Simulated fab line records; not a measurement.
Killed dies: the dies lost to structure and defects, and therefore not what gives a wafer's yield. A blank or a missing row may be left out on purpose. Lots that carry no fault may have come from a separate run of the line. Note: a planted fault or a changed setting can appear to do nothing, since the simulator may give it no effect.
Problem report in the 8D (eight disciplines) form, filled by code    flow berkeleyCmos170    the parts of the form that need people (team, actions taken, sign-off) are left out

## 1. WHAT WENT WRONG
platenRpm at UCB170_V1_CMP_02 reads a mean of 54.02 rpm on 9 wafers of 3 lots; wafers without a fault read 60.00 rpm with a standard deviation of 0.041. That is -99 or more standard deviations from the usual mean.
The step: polishes SiO2.
First seen on wafer L327.4, day 9 00:43, on cmp-02. The record holds 45 wafers of 15 lots with a number at this step. Rule for "out" (also "out of limits"): further than 4 standard deviations from the usual mean. Any other wafer with a number is counted as sound.

## 2. WHAT IT IS; WHAT IT IS NOT
question                     is                      is not
which readings at this step  platenRpm               -
which lots                   L327, L329, L330        L321, L322, L323, L324, L334, L336, L337, L338, L340, L341, L343, L344
which wafers of those lots   all that have a number  -
read on which tools          cmp-02                  cmp-01
when                         from day 9 00:43        up to then (12 sound wafers); but 24 sound wafers of L334, L336, L337, L338, L340, L341, L343, L344 came after

## 3. SUSPECTS, AND WHAT RULES EACH OUT
Counting: a tool stays on the suspect list if, at a process step up to the reading, it processed all lots that are out and no sound lot following the first of them.
- cmp-02 at UCB170_V1_CMP_02 (polishes SiO2): ruled out as a lasting fault. The sound lots L341, L344 went through it after L327, its earliest lot that is out (day 9 00:43).
Left after counting: nothing in the record.

## 4. THE CAUSE (what the simulator had put in)
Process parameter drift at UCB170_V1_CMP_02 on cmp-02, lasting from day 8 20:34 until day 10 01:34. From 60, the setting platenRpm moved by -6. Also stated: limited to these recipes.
Counting ruled it out, wrongly.

## 5. THE EFFECT CHAIN, in route order
One row per reading whose mean, taken over the struck wafers that have a number, lies over 3 standard deviations from the usual. Readings are gone through only where the record gives a usual standard deviation; hours: the median, over the lots, of the time from a lot's start at the first step in this table giving one to that lot's start at this step; sigmas: the change measured in usual standard deviations.
hours  step              reading    usual      on struck wafers  change  sigmas
0      UCB170_V1_CMP_02  platenRpm  60.00 rpm  54.02             -5.98   -99 or more
Its process steps:
- UCB170_V1_CMP_02: polishes SiO2.

## 6. WHAT WOULD HAVE CAUGHT IT SOONER
4 hours passed between the start of the fault at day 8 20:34 and the first reading out of limits in this record, taken at day 9 00:43.
